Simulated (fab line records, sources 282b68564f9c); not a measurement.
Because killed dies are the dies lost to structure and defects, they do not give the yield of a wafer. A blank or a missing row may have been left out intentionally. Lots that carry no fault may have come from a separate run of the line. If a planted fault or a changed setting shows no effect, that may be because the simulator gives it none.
Which tool was responsible? :: flow ritCmos :: 39 wafers from 13 lots sampled at 2 of the route's 202 steps

## WHAT EACH GAUGE READ, for each wafer
The record lacks any reading of a measuring or inspecting step that a usual standard deviation could be used to judge.

## TOOL THAT RAN EACH LOT (tool first, then ch and the chambers of the sampled wafers, then the start)
lot: L275
RIT_CONTACT_ETCH_11: rieDiel-04 ch 0,1,3, day 3 17:08
RIT_M1_PROBE_99: -

lot: L277
RIT_CONTACT_ETCH_11: rieDiel-01 ch 0,3, day 3 21:06
RIT_M1_PROBE_99: -

lot: L276
RIT_CONTACT_ETCH_11: rieDiel-04 ch 1,2,3, day 3 23:01
RIT_M1_PROBE_99: -

lot: L278
RIT_CONTACT_ETCH_11: rieDiel-02 ch 1,2,3, day 4 03:58
RIT_M1_PROBE_99: -

lot: L279
RIT_CONTACT_ETCH_11: rieDiel-01 ch 1,2, day 4 08:30
RIT_M1_PROBE_99: -

lot: L285
RIT_CONTACT_ETCH_11: rieDiel-04 ch 0,1,3, day 5 10:52
RIT_M1_PROBE_99: -

lot: L288
RIT_CONTACT_ETCH_11: rieDiel-02 ch 1,3, day 6 02:28
RIT_M1_PROBE_99: prober-01, day 6 07:38

lot: L290
RIT_CONTACT_ETCH_11: rieDiel-02 ch 1,2,3, day 6 14:14
RIT_M1_PROBE_99: prober-01, day 6 19:22

lot: L291
RIT_CONTACT_ETCH_11: rieDiel-04 ch 1,2, day 6 15:59
RIT_M1_PROBE_99: -

lot: L292
RIT_CONTACT_ETCH_11: rieDiel-01 ch 1,2,3, day 6 18:01
RIT_M1_PROBE_99: -

lot: L294
RIT_CONTACT_ETCH_11: rieDiel-01 ch 1,2,3, day 7 08:29
RIT_M1_PROBE_99: -

lot: L295
RIT_CONTACT_ETCH_11: rieDiel-04 ch 0,1, day 7 12:16
RIT_M1_PROBE_99: -

lot: L298
RIT_CONTACT_ETCH_11: rieDiel-01 ch 1,2,3, day 8 04:43
RIT_M1_PROBE_99: -
- RIT_CONTACT_ETCH_11: etches SiO2 in CHF3/CF4/Ar, stops on TiSi2, target depth 480 nm, time 320 s.
- RIT_M1_PROBE_99

## AS READ BY THE TOOLS THEMSELVES (means over the sampled wafers that have a number; for cases with no such wafer, the mark the record gives instead)
RIT_CONTACT_ETCH_11.
lot: L275
tool: rieDiel-04
drypumpMotorCurrentA (A): 5.8
oesProductAu (a.u.): 0.980
throttleValvePct (%): 8.94

lot: L277
tool: rieDiel-01
drypumpMotorCurrentA (A): 6.6
oesProductAu (a.u.): 0.991
throttleValvePct (%): 8.98

lot: L276
tool: rieDiel-04
drypumpMotorCurrentA (A): 5.5
oesProductAu (a.u.): 0.985
throttleValvePct (%): 8.94

lot: L278
tool: rieDiel-02
drypumpMotorCurrentA (A): 5.7
oesProductAu (a.u.): 0.980
throttleValvePct (%): 8.83

lot: L279
tool: rieDiel-01
drypumpMotorCurrentA (A): 6.2
oesProductAu (a.u.): 1.001
throttleValvePct (%): 8.69

lot: L285
tool: rieDiel-04
drypumpMotorCurrentA (A): 5.8
oesProductAu (a.u.): 0.979
throttleValvePct (%): 8.95

lot: L288
tool: rieDiel-02
drypumpMotorCurrentA (A): 5.4
oesProductAu (a.u.): 0.984
throttleValvePct (%): 8.82

lot: L290
tool: rieDiel-02
drypumpMotorCurrentA (A): 5.7
oesProductAu (a.u.): 0.979
throttleValvePct (%): 8.85

lot: L291
tool: rieDiel-04
drypumpMotorCurrentA (A): 5.6
oesProductAu (a.u.): 0.985
throttleValvePct (%): 8.88

lot: L292
tool: rieDiel-01
drypumpMotorCurrentA (A): 6.3
oesProductAu (a.u.): 1.002
throttleValvePct (%): 8.82

lot: L294
tool: rieDiel-01
drypumpMotorCurrentA (A): 6.3
oesProductAu (a.u.): 0.996
throttleValvePct (%): 8.83

lot: L295
tool: rieDiel-04
drypumpMotorCurrentA (A): 6.1
oesProductAu (a.u.): 0.981
throttleValvePct (%): 8.88

lot: L298
tool: rieDiel-01
drypumpMotorCurrentA (A): 6.4
oesProductAu (a.u.): 0.999
throttleValvePct (%): 8.83

RIT_M1_PROBE_99.
lot: L288
tool: prober-01
killedAtContacts: 21.3
killedAtFrontEnd: 7
killedDies: 29
killedOnRim: 8
killedOpen: 5.7
killedShort: 2.0

lot: L290
tool: prober-01
killedAtContacts: 19.7
killedAtFrontEnd: 7
killedDies: 27
killedOnRim: 7
killedOpen: 5.3
killedShort: 2.0

## THE ANSWER, worked out from the rows above alone
Rule: usual is defined by the lots themselves. Put in order of their means at a reading, lots are off if they are a third of the lots or fewer, leave a main group of 4 or more, and stand apart from it by a gap of 3 or more times the standard deviation of the main group's means; of several such gaps the widest counts. If all means in a main group match to the digits the tables above print for the reading, that group is not used. Also off: a lot with no number at a reading for which 4 or more lots have one. Where the step has rows for the other lots, those lots are counted as sound. Order of review: gauges by route order, followed by the tools' own readings, for which a lot's mean as printed above is used. At the first step where some lot is off, the reading lying furthest off is the one used; lots without a number count as furthest.
No lot is off at any reading shown: from this, nothing can be told.

## WHAT THE SIMULATOR PUT IN
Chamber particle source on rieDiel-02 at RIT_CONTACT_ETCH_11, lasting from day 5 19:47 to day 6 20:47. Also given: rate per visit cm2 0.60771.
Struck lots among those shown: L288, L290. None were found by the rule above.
